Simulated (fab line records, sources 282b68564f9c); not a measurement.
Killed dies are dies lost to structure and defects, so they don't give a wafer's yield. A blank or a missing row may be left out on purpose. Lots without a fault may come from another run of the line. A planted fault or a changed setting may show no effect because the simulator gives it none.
fab line records | flow rit_cmos
record lots=15 wafers=45 last_day=7
route steps=202 shown PWELL@40 NRETRO@63 GATE@96 PSD@152 M1@202
lots that met no fault: from a run of the same line without faults
start_h: hours from the record's first day to the start of the lot's first wafer shown | wait_h: hours since the lot's step before | " the same as in the row above | L1.1+2: a row that stands for several wafers | - no value, or no start given | * or withheld: withheld | < > ~ a bound
route shown NAME@n: a module of which the file shows steps, and the number in the route of the first | usual: mean/standard deviation of fault-free wafers | same: alike in all rows | chamber/n: place in a boat | sites: the reading at each site | _std_site: their standard deviation | _edge_site: outer sites' mean less inner sites' | radius_mm: how far each site lies from the wafer's centre | mask NAME#n: copy n | behind: the tool/chamber that last shaped the wafer | hold: why the lot was held/for how many hours/how that ended | device: the transistor (n, p or np) that didn't switch | end of line: the same wafers' tests at the end of the route | a step without rows: its recipe alone | killed: dies lost to structure and defects at the first sort, not the wafer's yield | map: a wafer's dies, x killed, . not, _ none there
set.NAME: the setting as run; set.NAME@STEP: as run at that earlier step | model.NAME: the simulator's own value behind a step, which no gauge read
steps of the route over a sample of lots; a table a step, a row a wafer
services: from which hour (start_h, from the record's first day; less than 0 if before it) a tool's chamber was out of use, for how many hours, and why
## steps
# step RIT_PWELL_COAT_01
# recipe resist=NOVOLAK spin_rpm=2000 resist_thk_nm=1300
# usual chill_plate_temp_C=22.96/0.1 resist_line_temp_C=23.01/0.11 spin_speed_rpm=2000.1/1.4
# columns lot.wafer tool chamber start_h wait_h chill_plate_temp_C resist_line_temp_C spin_speed_rpm
L488.2 litho_track-01 0 27.39 0.1 22.99 23.06 2000.5
L488.5 " 0 " " 22.74 22.93 1999.9
L488.6 " 0 " " 22.93 22.98 2002.1
L489.2 litho_track-04 0 31.94 0.1 23.02 23.02 2001.2
L489.4 " 0 " " 22.99 22.76 2001.4
L489.5 " 0 " " 23.01 23.02 1998.8
L490.1 litho_track-02 0 36.27 0.1 22.92 23.15 2000.6
L490.5 " 0 " " 22.86 23.07 2000.0
L490.6 " 0 " " 22.94 23.10 2004.1
L493.3 litho_track-04 0 53.68 0.1 22.84 23.12 2000.2
L493.5 " 0 " " 22.78 23.05 2002.5
L493.6 " 0 " " 22.85 23.13 1999.4
L494.2 litho_track-04 0 56.38 0.1 23.07 23.15 2001.2
L494.3 " 0 " " 23.09 23.13 2000.3
L494.4 " 0 " " 22.86 23.00 2000.5
L495.1 litho_track-01 0 64.69 0.1 23.02 23.09 1998.6
L495.3 " 0 " " 22.91 23.08 1998.6
L495.4 " 0 " " 23.01 22.95 1997.7
L496.1 litho_track-02 0 67.34 0.1 22.69 23.00 1998.6
L496.2 " 0 " " 22.83 22.92 1998.1
L496.6 " 0 " " 22.87 22.90 1999.6
L497.2 litho_track-01 0 73.55 0.1 23.05 22.84 2001.2
L497.4 " 0 " " 23.15 22.87 2001.1
L497.6 " 0 " " 22.96 22.80 2003.8
L498.1 litho_track-02 0 79.33 0.1 22.88 22.93 1999.9
L498.4 " 0 " " 22.91 22.80 1997.5
L498.6 " 0 " " 22.86 23.02 2000.9
L499.3 litho_track-04 0 83.77 0.1 22.98 23.05 2000.8
L499.4 " 0 " " 23.05 22.99 1999.8
L499.5 " 0 " " 23.14 23.02 2001.1
L500.2 litho_track-01 0 86.06 0.1 22.94 23.04 2001.9
L500.4 " 0 " " 23.06 23.01 2000.9
L500.5 " 0 " " 23.02 23.01 1999.6
L501.1 litho_track-01 0 94.62 0.1 23.13 23.10 1957.0
L501.3 " 0 " " 23.04 23.08 1958.5
L501.4 " 0 " " 22.98 23.02 1958.0
L503.1 litho_track-01 0 103.75 0.1 22.94 22.93 1957.8
L503.3 " 0 " " 22.97 23.04 1957.4
L503.6 " 0 " " 22.87 23.11 1958.5
L504.2 litho_track-01 0 109.97 0.1 22.95 22.91 1955.3
L504.5 " 0 " " 23.04 23.01 1956.8
L504.6 " 0 " " 22.96 22.92 1957.0
L509.1 litho_track-04 0 133.59 0.1 22.90 22.93 1998.8
L509.2 " 0 " " 23.14 23.13 2000.2
L509.5 " 0 " " 22.81 23.13 2001.1
# step RIT_NRETRO_TW_MEAS_10
# usual NRETRO_TW=1048/5.5
# columns lot.wafer tool chamber start_h wait_h NRETRO_TW
L488.2 film_metro-03 - 35.72 0.1 1031
L488.5 " - " " 1042
L488.6 " - " " 1043
L489.2 film_metro-02 - 40.27 0.1 1049
L489.4 " - " " 1040
L489.5 " - " " 1049
L490.1 film_metro-04 - 45.35 0.1 1048
L490.5 " - " " 1053
L490.6 " - " " 1055
L493.3 film_metro-04 - 61.99 0.1 1041
L493.5 " - " " 1044
L493.6 " - " " 1038
L494.2 film_metro-03 - 64.83 0.1 1043
L494.3 " - " " 1040
L494.4 " - " " 1046
L495.1 film_metro-03 - 73.09 0.1 1050
L495.3 " - " " 1057
L495.4 " - " " 1049
L496.1 film_metro-02 - 77.04 0.1 1051
L496.2 " - " " 1048
L496.6 " - " " 1051
L497.2 film_metro-03 - 81.87 0.1 1044
L497.4 " - " " 1055
L497.6 " - " " 1047
L498.1 film_metro-03 - 87.62 0.1 1049
L498.4 " - " " 1054
L498.6 " - " " 1050
L499.3 film_metro-02 - 93.66 0.1 1056
L499.4 " - " " 1053
L499.5 " - " " 1059
L500.2 film_metro-02 - 94.54 0.1 1057
L500.4 " - " " 1053
L500.5 " - " " 1055
L501.1 film_metro-03 - 103.10 0.1 1050
L501.3 " - " " 1046
L501.4 " - " " 1049
L503.1 film_metro-03 - 114.08 0.1 1048
L503.3 " - " " 1047
L503.6 " - " " 1044
L504.2 film_metro-03 - 118.42 0.1 1054
L504.5 " - " " 1054
L504.6 " - " " 1044
L509.1 film_metro-02 - 143.50 0.1 1050
L509.2 " - " " 1051
L509.5 " - " " 1052
# step RIT_GATE_STRIP_20
# recipe chemistry=O2 time_s=180 resist=NOVOLAK platen_temp_c=withheld power_w=500 pressure_mtorr=4000 o2_flow_sccm=4000
# usual drypump_motor_current_A=6.0/0.4
# columns lot.wafer tool chamber start_h wait_h drypump_motor_current_A rf_hours_counter_h
L488.2 plasma_asher-03 1 43.69 0.1 5.3 40
L488.5 " 1 " " 5.3 -
L488.6 " 0 " " 6.4 -
L489.2 plasma_asher-01 1 46.82 0.1 6.3 25
L489.4 " 1 " " 6.3 -
L489.5 " 0 " " 5.8 -
L490.1 plasma_asher-01 1 51.90 0.1 6.2 26
L490.5 " 0 " " 5.8 -
L490.6 " 1 " " 6.3 -
L493.3 plasma_asher-01 0 68.79 0.1 5.8 -
L493.5 " 1 " " 6.3 -
L493.6 " 0 " " 5.8 -
L494.2 plasma_asher-03 1 74.03 0.1 5.3 43
L494.3 " 1 " " 5.2 -
L494.4 " 0 " " 6.4 -
L495.1 plasma_asher-01 0 81.47 0.1 5.8 29
L495.3 " 1 " " 6.3 -
L495.4 " 0 " " 5.9 -
L496.1 plasma_asher-02 1 83.58 0.1 5.8 43
L496.2 " 0 " " 6.6 43
L496.6 " 1 " " 5.7 -
L497.2 plasma_asher-01 1 90.69 0.1 6.3 30
L497.4 " 0 " " 5.8 -
L497.6 " 1 " " 6.3 -
L498.1 plasma_asher-02 1 97.94 0.1 5.8 45
L498.4 " 0 " " 6.6 -
L498.6 " 1 " " 5.7 -
L499.3 plasma_asher-02 1 101.17 0.1 5.7 -
L499.4 " 0 " " 6.6 -
L499.5 " 0 " " 6.6 -
L500.2 plasma_asher-01 0 102.28 0.1 5.9 31
L500.4 " 1 " " 6.3 -
L500.5 " 1 " " 6.3 -
L501.1 plasma_asher-01 0 112.47 0.1 5.9 32
L501.3 " 1 " " 6.2 -
L501.4 " 0 " " 5.8 -
L503.1 plasma_asher-02 0 124.43 0.1 6.6 48
L503.3 " 1 " " 5.7 -
L503.6 " 1 " " 5.7 -
L504.2 plasma_asher-01 0 127.13 0.1 5.9 34
L504.5 " 1 " " 6.3 -
L504.6 " 0 " " 5.8 -
L509.1 plasma_asher-02 1 151.60 0.1 5.7 51
L509.2 " 0 " " 6.6 51
L509.5 " 0 " " 6.6 -
# step RIT_PSD_TW_MEAS_10
# usual PSD_TW=3412/14
# columns lot.wafer tool chamber start_h wait_h PSD_TW
L488.2 film_metro-04 - 55.39 0.1 3415
L488.5 " - " " 3419
L488.6 " - " " 3415
L489.2 film_metro-03 - 59.46 0.1 3408
L489.4 " - " " 3402
L489.5 " - " " 3393
L490.1 film_metro-04 - 63.56 0.1 3425
L490.5 " - " " 3424
L490.6 " - " " 3408
L493.3 film_metro-03 - 82.48 0.1 3428
L493.5 " - " " 3421
L493.6 " - " " 3407
L494.2 film_metro-04 - 85.94 0.1 3414
L494.3 " - " " 3426
L494.4 " - " " 3432
L495.1 film_metro-03 - 94.20 0.1 3414
L495.3 " - " " 3432
L495.4 " - " " 3430
L496.1 film_metro-04 - 95.51 0.1 3405
L496.2 " - " " 3419
L496.6 " - " " 3416
L497.2 film_metro-04 - 105.82 0.1 3383
L497.4 " - " " 3399
L497.6 " - " " 3401
L498.1 film_metro-04 - 109.78 0.1 3397
L498.4 " - " " 3403
L498.6 " - " " 3404
L499.3 film_metro-03 - 113.82 0.1 3425
L499.4 " - " " 3430
L499.5 " - " " 3428
L500.2 film_metro-03 - 115.84 0.1 3420
L500.4 " - " " 3425
L500.5 " - " " 3417
L501.1 film_metro-02 - 124.49 0.1 3420
L501.3 " - " " 3435
L501.4 " - " " 3440
L503.1 film_metro-04 - 136.80 0.1 3412
L503.3 " - " " 3415
L503.6 " - " " 3387
L504.2 film_metro-03 - 139.17 0.1 3412
L504.5 " - " " 3416
L504.6 " - " " 3415
L509.1 film_metro-04 - 163.63 0.1 3384
L509.2 " - " " 3381
L509.5 " - " " 3395
# step RIT_M1_PROBE_99
# usual killed_at_M0_to_M3=0.0/0.12 killed_at_contacts=0.1/0.24 killed_at_front_end=7.1/3 killed_dies=7.2/3 killed_open=3.7/2 killed_short=3.5/2
# same gross_dies=264 killed_at_M4_up=0 killed_at_back_side=0 killed_at_other=0
# columns lot.wafer tool chamber start_h wait_h killed_at_M0_to_M3 killed_at_contacts killed_at_front_end killed_dies killed_open killed_short
L488.2 prober-02 - 64.63 0.1 0 0 11 11 6 5
L488.5 prober-02 - 64.78 0.2 0 0 8 8 4 4
L488.6 prober-02 - 64.83 0.2 0 0 10 10 8 2
L489.2 prober-01 - 67.72 0.1 0 0 6 6 4 2
L489.4 prober-01 - 67.82 0.2 0 0 5 5 3 2
L489.5 prober-01 - 67.87 0.2 0 0 4 4 2 2
L490.1 prober-02 - 72.86 0.1 0 0 2 2 2 0
L490.5 prober-02 - 73.06 0.2 0 1 4 5 3 2
L490.6 prober-02 - 73.11 0.2 0 0 1 1 1 0
L493.3 prober-01 - 90.73 0.2 0 0 11 11 7 4
L493.5 prober-01 - 90.83 0.2 0 0 3 3 2 1
L493.6 prober-01 - 90.88 0.2 0 1 9 10 9 1
L494.2 prober-02 - 94.89 0.1 0 0 7 7 1 6
L494.3 prober-02 - 94.94 0.2 0 0 1 1 0 1
L494.4 prober-02 - 94.99 0.2 0 0 5 5 2 3
L495.1 prober-01 - 102.77 0.1 0 0 8 8 4 4
L495.3 prober-01 - 102.87 0.2 0 0 8 8 5 3
L495.4 prober-01 - 102.92 0.2 0 0 5 5 3 2
L496.1 prober-02 - 106.70 0.1 0 0 12 12 3 9
L496.2 prober-02 - 106.75 0.1 0 0 7 7 5 2
L496.6 prober-02 - 106.95 0.2 0 0 8 8 6 2
L497.2 prober-01 - 113.91 0.1 0 0 12 12 5 6
L497.4 prober-01 - 114.01 0.2 0 0 2 2 0 2
L497.6 prober-01 - 114.11 0.2 0 0 4 4 2 2
L498.1 prober-02 - 118.67 0.1 0 0 3 3 2 1
L498.4 prober-02 - 118.82 0.2 0 0 7 7 3 4
L498.6 prober-02 - 118.92 0.2 0 0 7 7 4 3
L499.3 prober-01 - 122.66 0.2 0 0 14 14 6 8
L499.4 prober-01 - 122.71 0.2 0 0 4 4 0 3
L499.5 prober-01 - 122.76 0.2 0 0 5 5 4 1
L500.2 prober-02 - 124.44 0.1 0 0 6 6 2 4
L500.4 prober-02 - 124.54 0.2 0 0 10 10 5 5
L500.5 prober-02 - 124.59 0.2 0 0 6 6 3 3
L501.1 prober-01 - 135.87 0.1 0 0 18 18 9 9
L501.3 prober-01 - 135.97 0.2 0 0 6 6 4 2
L501.4 prober-01 - 136.02 0.2 0 1 2 3 2 1
L503.1 prober-01 - 144.94 0.1 0 0 12 12 5 7
L503.3 prober-01 - 145.04 0.2 0 0 9 9 5 4
L503.6 prober-01 - 145.19 0.2 0 0 10 10 4 6
L504.2 prober-02 - 148.40 0.1 0 0 7 7 4 3
L504.5 prober-02 - 148.55 0.2 0 0 3 3 2 1
L504.6 prober-02 - 148.60 0.2 0 0 7 7 3 4
L509.1 prober-01 - 171.55 0.1 1 0 6 7 4 3
L509.2 prober-01 - 171.60 0.1 0 0 9 9 6 3
L509.5 prober-01 - 171.75 0.2 0 0 7 7 5 2
# killed by level:class
L488.2 GATE:geometric_particle:short=3 GATE:geometric_particle:open=3 FOX1:geometric_particle:open=2 FOX1:geometric_particle:short=2 SPACER:geometric_particle:open=1
L488.5 GATE:geometric_particle:short=2 FOX1:geometric_particle:short=1 FOX1:geometric_particle:open=1 GATE:geometric_particle:open=1 REOX:geometric_particle:open=1 SPACER:geometric_particle:open=1 SILICIDE:geometric_particle:short=1
L488.6 GATE:geometric_particle:open=3 FOX1:geometric_particle:open=2 SPACER:geometric_particle:open=2 FOX1:geometric_particle:short=1 FOX2:geometric_particle:open=1 SPACER:geometric_particle:short=1
L489.2 GATE:geometric_particle:open=2 FOX2:geometric_particle:open=1 SPACER:geometric_particle:short=1 SILICIDE:geometric_particle:open=1 SILICIDE:geometric_particle:short=1
L489.4 GATE:geometric_particle:open=2 FOX2:geometric_particle:short=1 SPACER:geometric_particle:open=1 SILICIDE:geometric_particle:short=1
L489.5 GATE:geometric_particle:open=2 FOX1:geometric_particle:short=1 GATE:geometric_particle:short=1
L490.1 GATE:geometric_particle:open=1 SPACER:geometric_particle:open=1
L490.5 FOX1:geometric_particle:open=2 GATE:geometric_particle:short=1 SILICIDE:geometric_particle:open=1 CONTACT:geometric_particle:short=1
L490.6 FOX1:geometric_particle:open=1
L493.3 FOX1:geometric_particle:open=2 GATE:geometric_particle:open=2 SPACER:geometric_particle:open=2 SPACER:geometric_particle:short=2 GATE:geometric_particle:short=1 REOX:geometric_particle:open=1 SILICIDE:geometric_particle:short=1
L493.5 GATE:geometric_particle:open=1 SPACER:geometric_particle:open=1 SILICIDE:geometric_particle:short=1
L493.6 FOX1:geometric_particle:open=3 FOX2:geometric_particle:open=2 GATE:geometric_particle:open=2 GATE:geometric_particle:short=1 SPACER:geometric_particle:open=1 CONTACT:geometric_particle:open=1
L494.2 FOX2:geometric_particle:short=2 GATE:geometric_particle:short=2 GATE:geometric_particle:open=1 REOX:geometric_particle:short=1 SILICIDE:geometric_particle:short=1
L494.3 FOX1:geometric_particle:short=1
L494.4 GATE:geometric_particle:short=2 FOX1:geometric_particle:open=1 FOX2:geometric_particle:short=1 GATE:geometric_particle:open=1
L495.1 REOX:geometric_particle:open=3 GATE:geometric_particle:short=1 GATE:geometric_particle:open=1 REOX:geometric_particle:short=1 SPACER:geometric_particle:short=1 SILICIDE:geometric_particle:short=1
L495.3 REOX:geometric_particle:open=2 FOX1:geometric_particle:short=1 GATE:geometric_particle:open=1 GATE:geometric_particle:short=1 REOX:geometric_particle:short=1 SPACER:geometric_particle:open=1 SILICIDE:geometric_particle:open=1
L495.4 SPACER:geometric_particle:open=2 FOX1:geometric_particle:open=1 GATE:geometric_particle:short=1 REOX:geometric_particle:short=1
L496.1 GATE:geometric_particle:short=2 REOX:geometric_particle:short=2 SPACER:geometric_particle:short=2 FOX1:geometric_particle:open=1 FOX1:geometric_particle:short=1 FOX2:geometric_particle:short=1 REOX:geometric_particle:open=1 SILICIDE:geometric_particle:open=1
L496.2 SPACER:geometric_particle:open=2 FOX1:geometric_particle:open=1 GATE:geometric_particle:short=1 GATE:geometric_particle:open=1 REOX:geometric_particle:short=1 REOX:geometric_particle:open=1
L496.6 FOX2:geometric_particle:open=2 REOX:geometric_particle:open=2 GATE:geometric_particle:open=1 GATE:geometric_particle:short=1 REOX:geometric_particle:short=1 SPACER:geometric_particle:open=1
L497.2 GATE:geometric_particle:short=3 GATE:geometric_particle:open=2 FOX1:geometric_particle:open=1 FOX1:geometric_particle:short=1 REOX:geometric_particle:open=1 SPACER:geometric_particle:open=1 SPACER:geometric_particle:short=1 SILICIDE:geometric_particle:short=1
L497.4 FOX2:geometric_particle:short=1 REOX:geometric_particle:short=1
L497.6 GATE:geometric_particle:open=2 GATE:geometric_particle:short=2
L498.1 SPACER:geometric_particle:open=2 SILICIDE:geometric_particle:short=1
L498.4 REOX:geometric_particle:open=2 FOX1:geometric_particle:open=1 FOX1:geometric_particle:short=1 GATE:geometric_particle:short=1 REOX:geometric_particle:short=1 SPACER:geometric_particle:short=1
L498.6 GATE:geometric_particle:short=2 SILICIDE:geometric_particle:open=2 FOX2:geometric_particle:open=1 GATE:geometric_particle:open=1 SPACER:geometric_particle:short=1
L499.3 GATE:geometric_particle:open=5 SILICIDE:geometric_particle:short=3 FOX2:geometric_particle:short=2 REOX:geometric_particle:short=2 FOX2:geometric_particle:open=1 GATE:geometric_particle:short=1
L499.4 FOX1:geometric_particle:short=1 GATE:geometric_particle:short=1 SPACER:geometric_particle:short=1 NLDD:coat_microbubble_printed=1
L499.5 GATE:geometric_particle:open=2 SILICIDE:geometric_particle:open=1 SILICIDE:geometric_particle:short=1 STARTING-WAFER:geometric_particle:open=1
L500.2 GATE:geometric_particle:short=2 SPACER:geometric_particle:short=2 GATE:geometric_particle:open=1 SILICIDE:geometric_particle:open=1
L500.4 REOX:geometric_particle:short=3 GATE:geometric_particle:short=2 REOX:geometric_particle:open=2 FOX1:geometric_particle:open=1 FOX2:geometric_particle:open=1 GATE:geometric_particle:open=1
L500.5 GATE:geometric_particle:open=2 FOX1:geometric_particle:short=1 GATE:geometric_particle:short=1 REOX:geometric_particle:short=1 SILICIDE:geometric_particle:open=1
L501.1 GATE:geometric_particle:open=6 GATE:geometric_particle:short=4 FOX1:geometric_particle:open=2 FOX1:geometric_particle:short=2 FOX2:geometric_particle:open=1 REOX:geometric_particle:short=1 SPACER:geometric_particle:short=1 SILICIDE:geometric_particle:short=1
L501.3 GATE:geometric_particle:open=2 FOX1:geometric_particle:open=1 FOX2:geometric_particle:open=1 GATE:geometric_particle:short=1 SILICIDE:geometric_particle:short=1
L501.4 GATE:geometric_particle:open=1 GATE:geometric_particle:short=1 CONTACT:geometric_particle:open=1
L503.1 FOX1:geometric_particle:short=2 FOX2:geometric_particle:short=2 SPACER:geometric_particle:open=2 FOX2:geometric_particle:open=1 GATE:geometric_particle:open=1 GATE:geometric_particle:short=1 REOX:geometric_particle:open=1 REOX:geometric_particle:short=1
L503.3 FOX2:geometric_particle:open=2 GATE:geometric_particle:open=2 GATE:geometric_particle:short=2 FOX1:geometric_particle:open=1 FOX1:geometric_particle:short=1 SPACER:geometric_particle:short=1
L503.6 GATE:geometric_particle:short=5 GATE:geometric_particle:open=3 SPACER:geometric_particle:open=1 SPACER:geometric_particle:short=1
L504.2 GATE:geometric_particle:short=2 FOX2:geometric_particle:open=1 FOX2:geometric_particle:short=1 GATE:geometric_particle:open=1 SPACER:geometric_particle:open=1 SILICIDE:geometric_particle:open=1
L504.5 GATE:geometric_particle:short=1 REOX:geometric_particle:open=1 SILICIDE:geometric_particle:open=1
L504.6 SILICIDE:geometric_particle:short=2 FOX1:geometric_particle:open=1 FOX2:geometric_particle:open=1 REOX:geometric_particle:open=1 REOX:geometric_particle:short=1 SPACER:geometric_particle:short=1
L509.1 SILICIDE:geometric_particle:open=2 GATE:geometric_particle:short=1 GATE:geometric_particle:open=1 SPACER:geometric_particle:short=1 SPACER:geometric_particle:open=1 M1:geometric_particle:short=1
L509.2 GATE:geometric_particle:open=4 GATE:geometric_particle:short=2 REOX:geometric_particle:short=1 REOX:geometric_particle:open=1 SILICIDE:geometric_particle:open=1
L509.5 GATE:geometric_particle:open=4 GATE:geometric_particle:short=1 SPACER:geometric_particle:short=1 SILICIDE:geometric_particle:open=1
## services
# columns tool chamber start_h hours kind
plasma_asher-01 - 12.17 14.6 pm
plasma_asher-03 - 20.85 0.4 repair
plasma_asher-02 - 34.92 0.8 repair
plasma_asher-03 - 66.92 2.8 pm
## key
first_sign step=RIT_PWELL_COAT_01 reading=spin_speed_rpm direction=down sigmas=31 usual=2000.1 struck=1957.4
effect none on later readings
met_at RIT_PWELL_COAT_01
struck_lots L501,L503,L504
tester_left_out L501,L503,L504
not_acting_at RIT_NRETRO_TW_MEAS_10,RIT_GATE_STRIP_20,RIT_PSD_TW_MEAS_10
onset_between 86.06 94.62
fault kind=process_parameter_drift tool=litho_track-01 chamber=- onset_h=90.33 steps=RIT_PWELL_COAT_01 channel=spin_rpm offset=-42.364 shape=step end_h=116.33 acts_in=these_recipes_only stated=2000
# tester_left_out: of these lots the tester's yield and bins aren't shown, on N5 and GAA mostly nor the transistor test; their killed dies are dies lost to structure and defects alone, not to doping, threshold or leakage, so they don't give the yield
